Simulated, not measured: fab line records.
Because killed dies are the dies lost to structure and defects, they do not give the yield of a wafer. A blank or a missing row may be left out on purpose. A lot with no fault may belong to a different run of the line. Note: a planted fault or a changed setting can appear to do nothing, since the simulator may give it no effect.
Struck lot and sound lot, side by side + flow berkeley_cmos170 + 19 steps out of a route of 331
Sound: the wafers L398.1, L398.2, L398.4. Struck: wafers L406.1, L406.3, L406.4. Last of all comes the cause.
For every step that has rows: the tool of each side, followed by ch and its chambers, followed by its first start. Under that, the readings that differ: sound wafers + struck wafers + difference of the means + sigmas: that difference in standard deviations of wafers without a fault.
alike: readings with means less than 2 such deviations apart, plus words and numbers identical on both sides. not compared: withheld readings, readings lacking a value on some wafer, bounds such as >300 that could conceal the same value, and numbers that have no deviation in the record and whose values overlap.
A row with sigmas, a row that says differs or no value, or rows on one side alone: a step with any of these is where the two part. Non-overlapping numbers with no deviation appear without sigmas and do not part them. Lack of a reading on every wafer of one side parts them only where that side has two or more wafers.

first, 6 steps without rows for these wafers: UCB170_NVT_HMDS_00 (prime time 60 s); UCB170_NVT_COAT_01 (resist thk 900 nm); UCB170_NVT_SOFTBAKE_02 (time 60 s); UCB170_NVT_EXPOSE_03 (exposes mask PWELL, target cd 3000 nm); UCB170_NVT_PEB_04; UCB170_NVT_DEVELOP_05 (develop time 45 s).
UCB170_NVT_OVL_MEAS_06:
  sound on overlay-02, day 6 12:00; struck on overlay-01, day 8 05:52
  alike: NVT_OVL
then, 1 step without rows for these wafers: UCB170_NVT_IMPLANT_07.
UCB170_NVT_STRIP_08: strips in O2.
  sound on plasma_asher-04 ch 0,1, day 6 12:11; struck on plasma_asher-04 ch 0,1, day 8 06:03
  alike: drypump_motor_current_A, oes_product_au, strip_time_to_endpoint_s
  not compared: rf_hours_counter_h
UCB170_NVT_TW_MEAS_09:
  sound on film_metro-03, day 6 12:17; struck on film_metro-03, day 8 06:09
  alike: NVT_TW
then, 2 steps without rows for these wafers: UCB170_NVT_CLEAN_10 (cleans in SPM, time 600 s); UCB170_PVT_HMDS_00 (prime time 60 s).
UCB170_PVT_COAT_01: resist thk 900 nm.
  struck on litho_track-01, day 8 06:32; sound on litho_track-01 ch 0, day 6 13:35
  no value came back on the struck wafers for chill_plate_temp_C (C), dispense_pressure_kPa (kPa); on the sound wafers chill_plate_temp_C (C) reads 23.03 23.09 22.92
then, 4 steps without rows for these wafers: UCB170_PVT_SOFTBAKE_02 (time 60 s); UCB170_PVT_EXPOSE_03 (exposes mask NWELL, target cd 3000 nm); UCB170_PVT_PEB_04; UCB170_PVT_DEVELOP_05 (develop time 45 s).
UCB170_PVT_OVL_MEAS_06:
  sound on overlay-02, day 6 14:19; struck on overlay-02, day 8 07:14
| reading      | sound  | struck | difference                    | sigmas |
|--------------|--------|--------|-------------------------------|--------|
| PVT_OVL (nm) | 11 7 3 | - - -  | no value on the struck wafers |        |
then, 1 step without rows for these wafers: UCB170_PVT_IMPLANT_07.

## WHERE THEY PART
At UCB170_PVT_COAT_01 first; at UCB170_PVT_OVL_MEAS_06 last (within this record only).

WHY: the cause the simulator had injected
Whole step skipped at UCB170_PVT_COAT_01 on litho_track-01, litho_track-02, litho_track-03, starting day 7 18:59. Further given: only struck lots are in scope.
